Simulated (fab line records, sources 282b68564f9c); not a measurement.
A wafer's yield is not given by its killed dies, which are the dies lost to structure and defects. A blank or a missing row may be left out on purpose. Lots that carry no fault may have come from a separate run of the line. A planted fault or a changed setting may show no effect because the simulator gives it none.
Which tool was responsible? | flow rit cmos | 41 wafers from 14 lots sampled at 2 of the route's 202 steps

## WHAT EACH GAUGE READ, for each wafer
No reading from a measuring or inspecting step in the record can be judged against a usual standard deviation.

## EACH LOT AND THE TOOL THAT RAN IT (in order: tool; ch and the chambers of the sampled wafers; start)
lot  | RIT_M1_METAL_ETCH_12             | RIT_M1_PROBE_99
L432 | rie metal-04 ch 0,1, day 3 12:52 | prober-02, day 3 15:23
L433 | rie metal-03 ch 0,1, day 3 16:39 | prober-01, day 3 18:54
L434 | rie metal-01 ch 0,1, day 3 21:59 | prober-02, day 4 00:17
L435 | rie metal-04 ch 0,1, day 4 01:40 | prober-01, day 4 03:58
L436 | rie metal-03 ch 1, day 4 08:43   | prober-02, day 4 10:58
L437 | rie metal-01 ch 0,1, day 4 13:58 | prober-01, day 4 16:13
L438 | rie metal-04 ch 0,1, day 4 17:35 | prober-02, day 4 19:53
L439 | rie metal-03 ch 1, day 4 22:37   | prober-01, day 5 01:01
L441 | rie metal-04 ch 1, day 5 11:41   | prober-01, day 5 14:05
L444 | rie metal-04 ch 1, day 5 23:25   | prober-02, day 6 01:50
L445 | rie metal-03 ch 1, day 6 02:16   | prober-01, day 6 04:40
L451 | rie metal-03 ch 0,1, day 7 07:32 | prober-01, day 7 09:54
L454 | rie metal-03 ch 0,1, day 8 01:33 | prober-02, day 8 03:52
L455 | rie metal-01 ch 0,1, day 8 03:00 | prober-01, day 8 05:19
- RIT_M1_METAL_ETCH_12: etches Al in Cl2/BCl3, stops on SiO2, time 165 s, target depth 600 nm.
- RIT_M1_PROBE_99

## WHAT THE TOOLS THEMSELVES READ (means of the sampled wafers that have a number; where no wafer has one, the mark that the record gives instead)
RIT_M1_METAL_ETCH_12. Usual: drypump motor current A 5.7 A, standard deviation 0.48; oes product au 0.783 a.u., standard deviation 0.011; rf fwd power W 249.2 W, standard deviation 0.79; throttle valve pct 8.25 %, standard deviation 0.087.
lot  | tool         | drypump motor current A (A) | oes product au (a.u.) | rf fwd power W (W) | throttle valve pct (%) | flag
L432 | rie metal-04 | 5.6                         | 0.768                 | 249.1              | 8.44                   |
L433 | rie metal-03 | 6.0                         | 0.783                 | 249.5              | 8.15                   |
L434 | rie metal-01 | 5.3                         | 0.784                 | 249.0              | 8.24                   |
L435 | rie metal-04 | 5.7                         | 0.778                 | 249.6              | 8.36                   |
L436 | rie metal-03 | 6.3                         | 0.800                 | 249.2              | 8.25                   |
L437 | rie metal-01 | 5.3                         | 0.779                 | 249.1              | 8.22                   |
L438 | rie metal-04 | 5.7                         | 0.769                 | 249.1              | 8.37                   |
L439 | rie metal-03 | 6.4                         | 0.795                 | 249.1              | 8.25                   |
L441 | rie metal-04 | 5.9                         | 0.783                 | 249.9              | 8.29                   |
L444 | rie metal-04 | 5.9                         | 0.774                 | 248.8              | 8.28                   |
L445 | rie metal-03 | 6.3                         | 0.790                 | 249.6              | 8.25                   |
L451 | rie metal-03 | 6.0                         | 0.787                 | 220.2              | 8.18                   | OFF
L454 | rie metal-03 | 6.2                         | 0.784                 | 218.9              | 8.20                   | OFF
L455 | rie metal-01 | 5.1                         | 0.790                 | 249.1              | 8.21                   |

RIT_M1_PROBE_99. Usual: defect limited yield 97.3 %, standard deviation 1; killed_at_M0_to_M3 0.0, standard deviation 0.12; killed at contacts 0.0, standard deviation 0.16; killed at front end 7.1, standard deviation 2.7; killed dies 7.2, standard deviation 2.7; killed open 3.5, standard deviation 1.9; killed short 3.6, standard deviation 1.9; sort_bin_3_pad_short 0.1 %, standard deviation 0.21; sort_bin_5_function 1.6 %, standard deviation 0.73; sort_bin_6_memory 1.0 %, standard deviation 0.64; sort n pass 256.8, standard deviation 2.7; sort yield pct 97.3 %, standard deviation 1.
lot  | tool      | defect limited yield (%) | killed_at_M0_to_M3 | killed at contacts | killed at front end | killed dies | killed open | killed short | sort_bin_3_pad_short (%) | sort_bin_5_function (%) | sort_bin_6_memory (%) | sort n pass | sort yield pct (%) | flag
L432 | prober-02 | 97.0                     | 0.0                | 0.0                | 8.0                 | 8.0         | 4.0         | 4.0          | 0.0                      | 1.9                     | 1.1                   | 256.0       | 97.0               |
L433 | prober-01 | 96.9                     | 0.0                | 0.0                | 8.3                 | 8.3         | 3.0         | 5.3          | 0.3                      | 1.4                     | 1.5                   | 255.7       | 96.9               |
L434 | prober-02 | 97.4                     | 0.0                | 0.3                | 6.3                 | 6.7         | 4.3         | 2.3          | 0.0                      | 1.6                     | 0.9                   | 257.3       | 97.4               |
L435 | prober-01 | 96.2                     | 0.0                | 0.0                | 10.0                | 10.0        | 6.7         | 3.3          | 0.0                      | 2.0                     | 1.8                   | 254.0       | 96.2               |
L436 | prober-02 | 96.6                     | 0.0                | 0.0                | 9.0                 | 9.0         | 4.7         | 4.3          | 0.0                      | 2.2                     | 1.2                   | 255.0       | 96.6               |
L437 | prober-01 | 97.3                     | 0.0                | 0.0                | 7.0                 | 7.0         | 3.7         | 3.3          | 0.0                      | 1.9                     | 0.8                   | 257.0       | 97.3               |
L438 | prober-02 | 97.0                     | 0.3                | 0.0                | 7.7                 | 8.0         | 3.0         | 4.7          | 0.1                      | 1.6                     | 1.3                   | 256.0       | 97.0               |
L439 | prober-01 | 97.1                     | 0.0                | 0.0                | 7.7                 | 7.7         | 4.0         | 3.7          | 0.0                      | 2.1                     | 0.8                   | 256.3       | 97.1               |
L441 | prober-01 | 97.1                     | 0.0                | 0.0                | 7.7                 | 7.7         | 3.0         | 4.7          | 0.3                      | 1.8                     | 0.9                   | 256.3       | 97.1               |
L444 | prober-02 | 97.7                     | 0.0                | 0.0                | 6.0                 | 6.0         | 3.0         | 3.0          | 0.0                      | 1.2                     | 1.0                   | 258.0       | 97.7               |
L445 | prober-01 | 97.7                     | 0.0                | 0.0                | 6.0                 | 6.0         | 3.7         | 2.3          | 0.3                      | 1.8                     | 0.3                   | 258.0       | 97.7               |
L451 | prober-01 | 97.0                     | 0.0                | 0.0                | 8.0                 | 8.0         | 4.5         | 3.0          | 0.4                      | 1.7                     | 0.9                   | 256.0       | 97.0               |
L454 | prober-02 | 98.2                     | 0.0                | 0.0                | 4.7                 | 4.7         | 2.7         | 2.0          | 0.0                      | 1.4                     | 0.4                   | 259.3       | 98.2               |
L455 | prober-01 | 96.8                     | 0.0                | 0.0                | 8.3                 | 8.3         | 4.0         | 4.3          | 0.0                      | 1.9                     | 1.3                   | 255.7       | 96.8               |

## THE ANSWER, worked out from the rows above alone
Rule: lot off if the mean of its wafers having a number is beyond 3 standard deviations from the usual mean. Also off: a lot with no number at a reading for which 4 or more lots have one. All remaining lots with rows at the step are treated as sound. Order of review: gauges by route order, followed by the tools' own readings, for which a lot's mean as printed above is used. The first step at which some lot is off is used, and at that step the reading that is off furthest; a lot without a number counts as furthest.
Off: L451, L454 (RIT_M1_METAL_ETCH_12, rf fwd power W).
If a tool, at that step or one of the process steps before it, ran each lot that is off and ran no sound lot following the first of them, it fits. One candidate fits, namely rie metal-03 at RIT_M1_METAL_ETCH_12. A fault onset in the window from L445 (day 6 02:16, its last sound lot) to L451 (day 7 07:32, its first lot off) fits.
The tool's own readings at RIT_M1_METAL_ETCH_12 bear it out: on the lots that are off they differ by more than 5 times the standard deviation of the sound lots' means. rf fwd power W reads 219.6 W there against 249.3 W on the sound lots.

## WHAT THE SIMULATOR HAD INSERTED
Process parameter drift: rie metal-03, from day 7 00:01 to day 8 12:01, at RIT_M1_METAL_ETCH_12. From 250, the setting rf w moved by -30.
Struck lots among those shown: L451, L454. The same result came from the rule above.
